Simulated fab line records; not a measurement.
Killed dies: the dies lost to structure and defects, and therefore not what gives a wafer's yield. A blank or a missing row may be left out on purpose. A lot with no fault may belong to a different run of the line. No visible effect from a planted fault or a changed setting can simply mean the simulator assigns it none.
Split-lot study    flow rit cmos    23 wafers read from 5 lots, route of 202 steps

THE SPLIT
At RIT_SILICIDE_SPUTTER_01 (material Ti, target thk 30 nm, time 240 s), the setting time s was moved away from the recipe's 240 s on 8 of the 23 wafers read, by -13.0% to -10.7%. For the rest of the wafers, this setting stayed at what the recipe calls for.

FROM SPLIT TO READING: 1 step shown by the file between the two
- RIT_SILICIDE_RS_MEAS_02: measures by four-point-probe

THE READING
SILICIDE_TI_THK, in nm, at RIT_SILICIDE_THK_MEAS_03 (measures by xrf). Typical for fault-free wafers on this fab line: 30.06 nm, with standard deviation 0.26 nm.

wafer   tool, chamber at the split  time s as run, s  against the recipe  SILICIDE_TI_THK, nm  against lot-mates on the recipe
L078.1  pvd sputter-04, -           240               recipe              29.88                -
L078.2  pvd sputter-04, -           214               -10.8%              26.72                -3.12
L078.3  pvd sputter-04, -           240               recipe              29.81                -
L078.5  pvd sputter-04, -           214               -10.8%              26.77                -3.07
L078.6  pvd sputter-04, -           214               -10.8%              26.86                -2.98
L079.1  pvd sputter-03, -           214.3             -10.7%              27.31                -2.96
L079.2  pvd sputter-03, -           240               recipe              30.30                -
L079.3  pvd sputter-03, -           240               recipe              30.25                -
L079.5  pvd sputter-03, -           240               recipe              30.27                -
L079.6  pvd sputter-03, -           214.3             -10.7%              27.35                -2.92
L080.2  pvd sputter-04, -           240               recipe              29.84                -
L080.4  pvd sputter-04, -           240               recipe              29.90                -
L080.6  pvd sputter-04, -           240               recipe              29.95                -
L081.2  pvd sputter-03, -           208.7             -13.0%              26.61                -3.80
L081.3  pvd sputter-03, -           240               recipe              30.29                -
L081.4  pvd sputter-03, -           208.7             -13.0%              26.22                -4.19
L081.5  pvd sputter-03, -           240               recipe              30.52                -
L081.6  pvd sputter-03, -           208.7             -13.0%              26.46                -3.95
L085.1  pvd sputter-03, -           240               recipe              29.72                -
L085.2  pvd sputter-03, -           240               recipe              29.96                -
L085.3  pvd sputter-03, -           240               recipe              30.14                -
L085.4  pvd sputter-03, -           240               recipe              30.29                -
L085.5  pvd sputter-03, -           240               recipe              30.32                -

FIT RESULTS
A straight line over all 23 wafers: SILICIDE_TI_THK changes by +0.284 nm for each +1% of time s; r = +0.99; the points scatter about the line by 0.24 nm.
The same after taking each lot's own level away (the mean of its wafers on the recipe; 23 wafers): +0.292 nm for each +1%; r = +1.00; scatter 0.16 nm.
According to that fit, moving time s by its largest amount changes the reading by 3.8 nm.
Measured against the standard deviation above, the lots' own levels, which go from 29.845 to 30.405 nm, span 2.2 times it.
Hence the lot-to-lot level has little effect on the slope; both slopes agree.
Check: with one of the wafers moved furthest among these (-13.0%) left out of the fit, the line predicts -3.8 nm for it against its lot-mates. Against them it came out at -3.8 nm.

OTHER SPLITS ON THESE WAFERS
These wafers also went through other splits before the reading. Each is held against what the fit with the lots' levels taken away leaves over:
other split on the same wafers  wafers away from the commonest value  r with SILICIDE_TI_THK (lot level and that fit taken away)
RIT_SPACER_CVD_03 temp c        15                                    +0.00
RIT_NSD_COAT_01 spin rpm        8                                     -0.51
RIT_NSD_IMPLANT_08 dose cm2     8                                     +0.19
RIT_SDANNEAL_CLEAN_01 time s    15                                    +0.03

THE WHOLE CHAIN: every reading that the file lists as answering this split, in the file's order
step                      what it does                               reading                                                                            change (the file's fit)                r (the file's)
RIT_SILICIDE_SPUTTER_01   material Ti, target thk 30 nm, time 240 s  Ti_of_SILICIDE_SPUTTER_01.thk nm (the simulator's own value, which no gauge read)  +0.293 nm for each +1% of the setting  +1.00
RIT_SILICIDE_RS_MEAS_02   measures by four-point-probe               SILICIDE_TI_RS                                                                     -0.66 for each +1% of the setting      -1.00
RIT_SILICIDE_THK_MEAS_03  measures by xrf                            SILICIDE_TI_THK                                                                    +0.289 for each +1% of the setting     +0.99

THE FILE'S OWN FIT
SILICIDE_TI_THK changes by +0.289 nm for each +1% of time s, r = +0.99.
